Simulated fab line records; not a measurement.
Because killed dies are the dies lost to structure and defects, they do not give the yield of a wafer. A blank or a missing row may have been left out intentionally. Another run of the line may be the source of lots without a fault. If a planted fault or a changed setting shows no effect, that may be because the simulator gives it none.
A struck lot beside a sound one | flow ritCmos | 43 steps out of a route of 202
Sound: the wafers L867.3, L867.4, L867.5. Struck: wafer L876.4 (L876.1, L876.3, from the same lot, were not struck and are left out); the cause is given at the end.
For every step that has rows: the tool of each side, followed by ch and its chambers, followed by its first start. Under that, the readings that differ: sound wafers | struck wafers | difference of the means | sigmas: that difference in standard deviations of wafers without a fault.
alike: same words and numbers on both sides, and readings whose means sit less than 2 such deviations apart. not compared: any withheld reading, any reading some wafer has no value for, any bound like >300 that may hide the same value, and any number with overlapping values for which the record gives no deviation.
Wherever a step has rows on one side only, a row that says differs or no value, or a row with sigmas, the two part there. Numbers that have no deviation but don't overlap get no sigmas and don't part them. A reading missing from all wafers of one side parts the sides only when that side holds two or more wafers.

first, 1 step without rows for these wafers: RIT_SDANNEAL_RTA_03 (time 5 s).
RIT_SDANNEAL_RS_MEAS_04: a four-point-probe measurement.
  sound: filmMetro-03 at day 3 13:17; struck: filmMetro-03 at day 5 14:49
  alike: PSD_RS
RIT_SDANNEAL_RS_MEAS_05: a four-point-probe measurement.
  sound: filmMetro-03 at day 3 13:24; struck: filmMetro-03 at day 5 14:56
  alike: NSD_RS
RIT_SDANNEAL_RS_MEAS_06: a four-point-probe measurement.
  sound: filmMetro-03 at day 3 13:31; struck: filmMetro-03 at day 5 15:03
  alike: PLDD_RS
RIT_SDANNEAL_RS_MEAS_07: a four-point-probe measurement.
  sound: filmMetro-03 at day 3 13:38; struck: filmMetro-03 at day 5 15:10
reading          | sound             | struck | difference | sigmas
NLDD_RS (ohm/sq) | 150.6 151.1 151.1 | 152.2  | +1.3       | +3
then, 1 step without rows for these wafers: RIT_SILICIDE_WET_ETCH_00 (etches SiO2 in BOE, target depth 14 nm, time 15 s).
RIT_SILICIDE_SPUTTER_01: material Ti, target thk 30 nm, time 240 s.
  sound: pvdSputter-04 at day 3 13:44; struck: pvdSputter-02 at day 5 15:18
  alike: substrateTempC, throttleValvePct
RIT_SILICIDE_RS_MEAS_02: a four-point-probe measurement.
  sound: filmMetro-04 at day 3 13:55; struck: filmMetro-01 at day 5 15:27
  alike: SILICIDE_TI_RS
RIT_SILICIDE_THK_MEAS_03: measures by xrf.
  sound: filmMetro-04 at day 3 14:01; struck: filmMetro-01 at day 5 15:34
  alike: SILICIDE_TI_THK
RIT_SILICIDE_RTA_04: time 10 s, ramp up 5 s, ramp down 5 s.
  sound on rtpAnneal-01 ch 0, day 3 14:05; struck on rtpAnneal-02 ch 0, day 5 15:38
  alike: wafer_temp_C_max
then, 1 step without rows for these wafers: RIT_SILICIDE_WET_ETCH_05 (etches Ti in SPM, time 120 s).
RIT_SILICIDE_RTA_06: time 10 s, ramp up 5 s, ramp down 10 s.
  sound on rtpAnneal-02 ch 0, day 3 14:12; struck on rtpAnneal-01 ch 0, day 5 15:44
  alike: wafer_temp_C_max
RIT_CONTACT_CVD_00: deposits SiO2 from TEOS, target thk 400 nm, time 61 s.
  sound on pecvd-03 ch 0,1, day 3 14:14; struck on pecvd-03 ch 1, day 5 15:49
reading         | sound             | struck | difference | sigmas
rfFwdPowerW (W) | 394.9 397.9 395.4 | 348.8  | -47.3      | -32
  alike: heaterPowerW
  not compared: model.SiO2_of_CONTACT_CVD_00.thkNm
RIT_CONTACT_THK_MEAS_01:
  sound: filmMetro-04 at day 3 14:19; struck: filmMetro-03 at day 5 15:52
  alike: CONTACT_TEOS_THK
then, 6 steps without rows for these wafers: RIT_CONTACT_HMDS_02 (prime time 60 s); RIT_CONTACT_COAT_03 (resist thk 1000 nm); RIT_CONTACT_SOFTBAKE_04 (time 60 s); RIT_CONTACT_EXPOSE_05 (exposes mask M11, target cd 1000 nm); RIT_CONTACT_PEB_06; RIT_CONTACT_DEVELOP_07 (develop time 120 s).
RIT_CONTACT_CD_MEAS_08: the cd target is 1000 nm.
  sound: cdSem-02 at day 3 15:50; struck: cdSem-01 at day 5 17:10
  alike: cdNm
RIT_CONTACT_OVL_MEAS_09:
  sound: overlay-02 at day 3 15:56; struck: overlay-02 at day 5 17:17
  alike: CONTACT_OVL
then, 1 step without rows for these wafers: RIT_CONTACT_HARDBAKE_10 (time 60 s).
RIT_CONTACT_ETCH_11: etches SiO2 in CHF3/CF4/Ar, stops on TiSi2, target depth 480 nm, time 320 s.
  sound on rieDiel-04 ch 0,2,3, day 3 16:07; struck on rieDiel-04 ch 1, day 5 17:28
  alike: CHF3_flow_sccm, drypumpMotorCurrentA, oesProductAu, throttleValvePct
  not compared: rfHoursCounterH, model.etch.depthNm, model.CONTACT.featureDepthNm
RIT_CONTACT_STRIP_12: strips in O2, time 180 s.
  sound on plasmaAsher-04 ch 0,1, day 3 16:22; struck on plasmaAsher-04 ch 0, day 5 17:40
  alike: drypumpMotorCurrentA
  not compared: rfHoursCounterH
RIT_CONTACT_CD_MEAS_90: the cd target is 1000 nm.
  sound: cdSem-01 at day 3 16:31; struck: cdSem-02 at day 5 17:50
  alike: cdNm
then, 2 steps without rows for these wafers: RIT_CONTACT_CLEAN_13 (cleans in SC1, time 600 s); RIT_CONTACT_CLEAN_14 (cleans in SC2, time 600 s).
RIT_M1_SPUTTER_00: material Al, target thk 400 nm, time 500 s.
  sound: pvdSputter-03 at day 3 16:59; struck: pvdSputter-03 at day 5 18:21
reading            | sound             | struck | difference | sigmas
substrateTempC (C) | 24.98 25.05 24.97 | 24.75  | -0.25      | -2
  alike: throttleValvePct
RIT_M1_RS_MEAS_01: a four-point-probe measurement.
  sound: filmMetro-02 at day 3 17:19; struck: filmMetro-04 at day 5 18:39
  alike: M1_AL_RS
RIT_M1_THK_MEAS_02: measures by xrf.
  sound: filmMetro-02 at day 3 17:25; struck: filmMetro-04 at day 5 18:46
  alike: M1_AL_THK
then, 6 steps without rows for these wafers: RIT_M1_HMDS_03 (prime time 60 s); RIT_M1_COAT_04 (resist thk 1300 nm); RIT_M1_SOFTBAKE_05 (time 60 s); RIT_M1_EXPOSE_06 (exposes mask M12, target cd 2600 nm); RIT_M1_PEB_07; RIT_M1_DEVELOP_08 (develop time 68 s).
RIT_M1_CD_MEAS_09: the cd target is 2600 nm.
  sound: cdSem-02 at day 3 18:32; struck: cdSem-02 at day 5 19:50
  alike: cdNm
RIT_M1_OVL_MEAS_10:
  sound: overlay-02 at day 3 18:38; struck: overlay-02 at day 5 19:57
  alike: M1_OVL
then, 1 step without rows for these wafers: RIT_M1_HARDBAKE_11 (time 120 s).
RIT_M1_METAL_ETCH_12: etches Al in Cl2/BCl3, stops on SiO2, time 165 s, target depth 600 nm.
  sound on rieMetal-02 ch 0,1, day 3 18:58; struck on rieMetal-02 ch 0, day 5 20:14
  alike: drypumpMotorCurrentA, oesProductAu, throttleValvePct
  not compared: rfHoursCounterH, model.SiO2_of_CONTACT_CVD_00.thkNm
then, 1 step without rows for these wafers: RIT_M1_STRIP_13 (strips in nmp, time 600 s).
RIT_M1_PROBE_99:
  record: rows for the struck wafers here (prober-02, day 5 22:40), none for the sound ones

WHERE THEY PART
At RIT_SDANNEAL_RS_MEAS_07 first; at RIT_M1_PROBE_99 last (within this record only).

WHY: whatever the simulator had introduced
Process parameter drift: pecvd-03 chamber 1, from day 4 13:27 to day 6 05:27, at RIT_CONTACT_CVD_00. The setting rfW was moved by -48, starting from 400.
